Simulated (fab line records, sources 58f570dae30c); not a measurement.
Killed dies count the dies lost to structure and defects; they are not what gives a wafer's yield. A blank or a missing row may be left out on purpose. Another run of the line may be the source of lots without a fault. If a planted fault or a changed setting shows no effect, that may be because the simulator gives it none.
What tool caused it? || flow berkeley-cmos170 || 13 lots, 39 wafers sampled, at 4 steps of a route of 331

WHAT EACH GAUGE READ, for each wafer
UCB170_PSD_CD_MEAS_06: the cd target is 1200 nm. Usual: cd-nm at 1200.0 nm, with a standard deviation of 1.4.
{"lot": "L646", "measured": "day 6 20:50", "on": "cd-sem-01", "cd-nm (nm)": "1200.2 1198.6 1199.2", "flag": ""}
{"lot": "L647", "measured": "day 6 20:57", "on": "cd-sem-01", "cd-nm (nm)": "1199.1 1199.2 1199.6", "flag": ""}
{"lot": "L648", "measured": "day 7 11:08", "on": "cd-sem-01", "cd-nm (nm)": "1200.7 1199.8 1199.6", "flag": ""}
{"lot": "L649", "measured": "day 7 15:00", "on": "cd-sem-02", "cd-nm (nm)": "1199.8 1199.9 1198.3", "flag": ""}
{"lot": "L652", "measured": "day 7 20:32", "on": "cd-sem-01", "cd-nm (nm)": "1197.2 1198.5 1198.5", "flag": ""}
{"lot": "L653", "measured": "day 7 20:04", "on": "cd-sem-01", "cd-nm (nm)": "1202.9 1201.3 1203.2", "flag": ""}
{"lot": "L656", "measured": "day 8 18:17", "on": "cd-sem-02", "cd-nm (nm)": "1200.8 1200.7 1200.5", "flag": ""}
{"lot": "L654", "measured": "day 8 18:04", "on": "cd-sem-02", "cd-nm (nm)": "1200.0 1199.9 1200.0", "flag": ""}
{"lot": "L664", "measured": "day 10 07:20", "on": "cd-sem-02", "cd-nm (nm)": "1199.7 1199.5 1199.6", "flag": ""}
{"lot": "L665", "measured": "day 10 11:30", "on": "cd-sem-02", "cd-nm (nm)": "1197.8 1198.7 1199.0", "flag": ""}
{"lot": "L666", "measured": "day 10 11:15", "on": "cd-sem-01", "cd-nm (nm)": "1202.0 1201.5 1201.7", "flag": ""}
{"lot": "L668", "measured": "day 10 22:31", "on": "cd-sem-01", "cd-nm (nm)": "1199.8 1202.6 1199.5", "flag": ""}
{"lot": "L669", "measured": "day 10 22:41", "on": "cd-sem-02", "cd-nm (nm)": "1200.5 1200.7 1199.8", "flag": ""}

UCB170_CONTACT_CD_MEAS_15: the cd target is 700 nm. Usual: cd-nm at 699.9 nm, with a standard deviation of 1.8.
{"lot": "L646", "measured": "day 7 09:13", "on": "cd-sem-02", "cd-nm (nm)": "700.4 700.7 701.5", "flag": ""}
{"lot": "L647", "measured": "day 7 08:56", "on": "cd-sem-01", "cd-nm (nm)": "701.6 701.5 702.8", "flag": ""}
{"lot": "L648", "measured": "day 7 21:26", "on": "cd-sem-02", "cd-nm (nm)": "702.0 703.2 702.7", "flag": ""}
{"lot": "L649", "measured": "day 8 01:14", "on": "cd-sem-01", "cd-nm (nm)": "697.7 696.7 697.6", "flag": ""}
{"lot": "L652", "measured": "day 8 05:45", "on": "cd-sem-01", "cd-nm (nm)": "698.5 698.0 699.8", "flag": ""}
{"lot": "L653", "measured": "day 8 04:19", "on": "cd-sem-01", "cd-nm (nm)": "699.2 698.4 698.2", "flag": ""}
{"lot": "L656", "measured": "day 9 05:02", "on": "cd-sem-01", "cd-nm (nm)": "706.3 707.7 707.2", "flag": "OFF"}
{"lot": "L654", "measured": "day 9 04:59", "on": "cd-sem-02", "cd-nm (nm)": "701.6 701.2 699.8", "flag": ""}
{"lot": "L664", "measured": "day 10 18:36", "on": "cd-sem-01", "cd-nm (nm)": "699.7 699.9 697.9", "flag": ""}
{"lot": "L665", "measured": "day 11 01:39", "on": "cd-sem-01", "cd-nm (nm)": "701.8 701.0 699.6", "flag": ""}
{"lot": "L666", "measured": "day 11 01:24", "on": "cd-sem-02", "cd-nm (nm)": "701.1 701.5 700.6", "flag": ""}
{"lot": "L668", "measured": "day 11 10:00", "on": "cd-sem-01", "cd-nm (nm)": "700.9 700.6 702.0", "flag": ""}
{"lot": "L669", "measured": "day 11 08:06", "on": "cd-sem-01", "cd-nm (nm)": "701.5 702.5 701.7", "flag": ""}

EACH LOT AND THE TOOL THAT RAN IT (in order: tool; ch and the chambers of the sampled wafers; start)
{"lot": "L646", "UCB170_SPACER_CVD_00": "pecvd-04 ch 1,2, day 6 16:44", "UCB170_CONTACT_PEB_13": "litho-track-03 ch 0, day 7 08:56"}
{"lot": "L647", "UCB170_SPACER_CVD_00": "pecvd-02 ch 0,1, day 6 16:53", "UCB170_CONTACT_PEB_13": "litho-track-04 ch 0, day 7 08:39"}
{"lot": "L648", "UCB170_SPACER_CVD_00": "pecvd-02 ch 0,1, day 7 05:09", "UCB170_CONTACT_PEB_13": "litho-track-03 ch 0, day 7 21:09"}
{"lot": "L649", "UCB170_SPACER_CVD_00": "pecvd-02 ch 0,2, day 7 11:22", "UCB170_CONTACT_PEB_13": "litho-track-04 ch 0, day 8 00:58"}
{"lot": "L652", "UCB170_SPACER_CVD_00": "pecvd-02 ch 0,1,2, day 7 14:59", "UCB170_CONTACT_PEB_13": "litho-track-03 ch 0, day 8 05:29"}
{"lot": "L653", "UCB170_SPACER_CVD_00": "pecvd-04 ch 0,1, day 7 14:59", "UCB170_CONTACT_PEB_13": "litho-track-04 ch 0, day 8 04:02"}
{"lot": "L656", "UCB170_SPACER_CVD_00": "pecvd-04 ch 0,2, day 8 11:59", "UCB170_CONTACT_PEB_13": "litho-track-03 ch 0, day 9 04:46"}
{"lot": "L654", "UCB170_SPACER_CVD_00": "pecvd-03 ch 1,2, day 8 12:04", "UCB170_CONTACT_PEB_13": "litho-track-04 ch 0, day 9 04:43"}
{"lot": "L664", "UCB170_SPACER_CVD_00": "pecvd-02 ch 0,2, day 10 01:50", "UCB170_CONTACT_PEB_13": "litho-track-02 ch 0, day 10 18:20"}
{"lot": "L665", "UCB170_SPACER_CVD_00": "pecvd-04 ch 0,1,2, day 10 06:52", "UCB170_CONTACT_PEB_13": "litho-track-04 ch 0, day 11 01:23"}
{"lot": "L666", "UCB170_SPACER_CVD_00": "pecvd-02 ch 0,1, day 10 07:25", "UCB170_CONTACT_PEB_13": "litho-track-04 ch 0, day 11 01:08"}
{"lot": "L668", "UCB170_SPACER_CVD_00": "pecvd-04 ch 0,1, day 10 16:40", "UCB170_CONTACT_PEB_13": "litho-track-02 ch 0, day 11 09:44"}
{"lot": "L669", "UCB170_SPACER_CVD_00": "pecvd-03 ch 0,1, day 10 16:58", "UCB170_CONTACT_PEB_13": "litho-track-02 ch 0, day 11 07:49"}
- UCB170_SPACER_CVD_00: deposits SiO2 from TEOS/O2, target thk 376 nm, time 47 s.
- UCB170_CONTACT_PEB_13

WHAT THE TOOLS THEMSELVES READ (means of the sampled wafers that have a number; where no wafer has one, the mark that the record gives instead)
UCB170_SPACER_CVD_00. Usual: heater-power-w at 278 W, with a standard deviation of 58.
{"lot": "L646", "tool": "pecvd-04", "heater-power-w (W)": 232, "flag": ""}
{"lot": "L647", "tool": "pecvd-02", "heater-power-w (W)": 281, "flag": ""}
{"lot": "L648", "tool": "pecvd-02", "heater-power-w (W)": 264, "flag": ""}
{"lot": "L649", "tool": "pecvd-02", "heater-power-w (W)": 316, "flag": ""}
{"lot": "L652", "tool": "pecvd-02", "heater-power-w (W)": 243, "flag": ""}
{"lot": "L653", "tool": "pecvd-04", "heater-power-w (W)": 238, "flag": ""}
{"lot": "L656", "tool": "pecvd-04", "heater-power-w (W)": 260, "flag": ""}
{"lot": "L654", "tool": "pecvd-03", "heater-power-w (W)": 298, "flag": ""}
{"lot": "L664", "tool": "pecvd-02", "heater-power-w (W)": 276, "flag": ""}
{"lot": "L665", "tool": "pecvd-04", "heater-power-w (W)": 229, "flag": ""}
{"lot": "L666", "tool": "pecvd-02", "heater-power-w (W)": 332, "flag": ""}
{"lot": "L668", "tool": "pecvd-04", "heater-power-w (W)": 264, "flag": ""}
{"lot": "L669", "tool": "pecvd-03", "heater-power-w (W)": 246, "flag": ""}

UCB170_CONTACT_PEB_13. Usual: plate-temp-C at 129.99 C, with a standard deviation of 0.13.
{"lot": "L646", "tool": "litho-track-03", "plate-temp-C (C)": 130.10, "flag": ""}
{"lot": "L647", "tool": "litho-track-04", "plate-temp-C (C)": 129.90, "flag": ""}
{"lot": "L648", "tool": "litho-track-03", "plate-temp-C (C)": 130.28, "flag": ""}
{"lot": "L649", "tool": "litho-track-04", "plate-temp-C (C)": 130.06, "flag": ""}
{"lot": "L652", "tool": "litho-track-03", "plate-temp-C (C)": 129.83, "flag": ""}
{"lot": "L653", "tool": "litho-track-04", "plate-temp-C (C)": 130.09, "flag": ""}
{"lot": "L656", "tool": "litho-track-03", "plate-temp-C (C)": 129.90, "flag": ""}
{"lot": "L654", "tool": "litho-track-04", "plate-temp-C (C)": 129.92, "flag": ""}
{"lot": "L664", "tool": "litho-track-02", "plate-temp-C (C)": 130.02, "flag": ""}
{"lot": "L665", "tool": "litho-track-04", "plate-temp-C (C)": 129.91, "flag": ""}
{"lot": "L666", "tool": "litho-track-04", "plate-temp-C (C)": 129.95, "flag": ""}
{"lot": "L668", "tool": "litho-track-02", "plate-temp-C (C)": 129.88, "flag": ""}
{"lot": "L669", "tool": "litho-track-02", "plate-temp-C (C)": 130.08, "flag": ""}

THE ANSWER, worked out from the rows above alone
Rule: lot off if the mean of its wafers having a number is beyond 3 standard deviations from the usual mean. A lot without any number at a reading at which 4 lots or more have one is off too. Any other lot the step has rows for is counted as sound. Order of review: gauges by route order, followed by the tools' own readings, for which a lot's mean as printed above is used. At the first step where some lot is off, the reading lying furthest off is the one used; lots without a number count as furthest.
Off: L656, at UCB170_CONTACT_CD_MEAS_15 (cd-nm).
A tool fits if, at a process step before that reading, it ran every lot that is off, and no sound lot after the first of them. Gauges at UCB170_CONTACT_CD_MEAS_15: tried the same way as those tools. One fits: litho-track-03 at UCB170_CONTACT_PEB_13. A fault onset in the window from L652 (day 8 05:29, its last sound lot) to L656 (day 9 04:46, its first lot off) fits.

WHAT THE SIMULATOR HAD PUT IN
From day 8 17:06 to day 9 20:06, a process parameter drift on litho-track-03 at UCB170_CONTACT_PEB_13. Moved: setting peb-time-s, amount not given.
Shown lots that were struck: L656. The rule above reached the same finding.
